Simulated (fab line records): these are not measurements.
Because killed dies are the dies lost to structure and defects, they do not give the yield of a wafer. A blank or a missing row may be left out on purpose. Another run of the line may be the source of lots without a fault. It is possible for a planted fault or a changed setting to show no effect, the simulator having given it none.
Split-lot trial | flow rit cmos | 23 wafers read across 5 lots, on a route 202 steps long

ABOUT THE SPLIT
At RIT_NWELL_IMPLANT_08, the setting dose cm2 was moved away from the recipe's 5e+13 on 7 of the 23 wafers read, by -3.7% to +5.8%. For the rest of the wafers, this setting stayed at what the recipe calls for.

FROM THE SPLIT TO THE READING: what the file shows between them, 4 steps
- RIT_PWELL_COAT_01: resist thk 1300 nm (also split here: spin rpm)
- RIT_PWELL_DEVELOP_05: develop time 68 s (also split here: dev temp c)
- RIT_PWELL_HARDBAKE_07: time 120 s
- RIT_WELLDRIVE_ANNEAL_00: time 14700 s

THE READING
Measured at RIT_WELLDRIVE_RS_MEAS_01 by four-point probe: NWELL_RS, in ohm/sq. Fault-free wafers of this fab line usually give 275.7 ohm/sq, standard deviation 0.69 ohm/sq.

wafer  | tool, chamber at the split | dose cm2 as run | against the recipe | NWELL_RS, ohm/sq | against lot-mates on the recipe
L076.2 | implanter-01, 0            | 5e+13           | recipe             | 274.7            | -
L076.3 | implanter-01, 0            | 5e+13           | recipe             | 274.9            | -
L076.4 | implanter-01, 0            | 5e+13           | recipe             | 274.6            | -
L076.5 | implanter-01, 0            | 5e+13           | recipe             | 274.8            | -
L076.6 | implanter-01, 0            | 5e+13           | recipe             | 275.1            | -
L077.2 | implanter-02, 0            | 5e+13           | recipe             | 275.3            | -
L077.4 | implanter-02, 0            | 5e+13           | recipe             | 275.5            | -
L077.6 | implanter-02, 0            | 5e+13           | recipe             | 275.5            | -
L080.1 | implanter-02, 0            | 5e+13           | recipe             | 275.9            | -
L080.2 | implanter-02, 0            | 5e+13           | recipe             | 276.2            | -
L080.3 | implanter-02, 0            | 5e+13           | recipe             | 275.2            | -
L080.4 | implanter-02, 0            | 4.816e+13       | -3.7%              | 282.4            | +6.6
L080.5 | implanter-02, 0            | 4.816e+13       | -3.7%              | 282.5            | +6.7
L081.1 | implanter-01, 0            | 5.256e+13       | +5.1%              | 268.2            | -8.1
L081.3 | implanter-01, 0            | 5e+13           | recipe             | 276.5            | -
L081.4 | implanter-01, 0            | 5e+13           | recipe             | 276.0            | -
L081.5 | implanter-01, 0            | 5.256e+13       | +5.1%              | 268.4            | -7.9
L081.6 | implanter-01, 0            | 5.256e+13       | +5.1%              | 267.4            | -8.9
L083.1 | implanter-04, 0            | 5e+13           | recipe             | 275.4            | -
L083.2 | implanter-04, 0            | 5e+13           | recipe             | 275.5            | -
L083.3 | implanter-04, 0            | 5.292e+13       | +5.8%              | 266.0            | -9.9
L083.5 | implanter-04, 0            | 5e+13           | recipe             | 276.7            | -
L083.6 | implanter-04, 0            | 5.292e+13       | +5.8%              | 266.4            | -9.5

THE FIT
A straight line over all 23 wafers: NWELL_RS changes by -1.6 ohm/sq for each +1% of dose cm2; r = -0.99; the points scatter about the line by 0.67 ohm/sq.
The same after taking each lot's own level away (the mean of its wafers on the recipe; 23 wafers): -1.67 ohm/sq for each +1%; r = -1.00; scatter 0.39 ohm/sq.
The reading moves by 9.8 ohm/sq for the largest change in dose cm2, on that fit.
From 274.82 to 276.25 ohm/sq: that is the span of the lots' own levels, equal to 2.1 times the standard deviation above.
The two slopes are in agreement: the lot-to-lot level therefore moves the slope only a little.
Check: for one of the wafers moved furthest among these (+5.8%), held out of the fit, the line's prediction against its lot-mates is -9.61 ohm/sq. It came out at -9.87 ohm/sq against them.

THE OTHER SPLITS THESE WAFERS WENT THROUGH
Other splits were also applied to these wafers ahead of the reading. Each is held against what the fit with the lots' levels taken away leaves over:
other split on the same wafers      | wafers away from the commonest value | r with NWELL_RS (lot level and that fit taken away)
RIT_ACTIVE_CVD_03 sih2cl2 flow sccm | 18                                   | -0.14
RIT_ACTIVE_CLEAN_15 time s          | 15                                   | -0.06
RIT_NWELL_COAT_01 resist thk nm     | 8                                    | +0.03
RIT_PWELL_COAT_01 spin rpm          | 9                                    | +0.03
RIT_PWELL_DEVELOP_05 dev temp c     | 7                                    | +0.06

FILE'S OWN FIT
NWELL_RS changes by -1.67 ohm/sq for each +1% of dose cm2, r = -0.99.
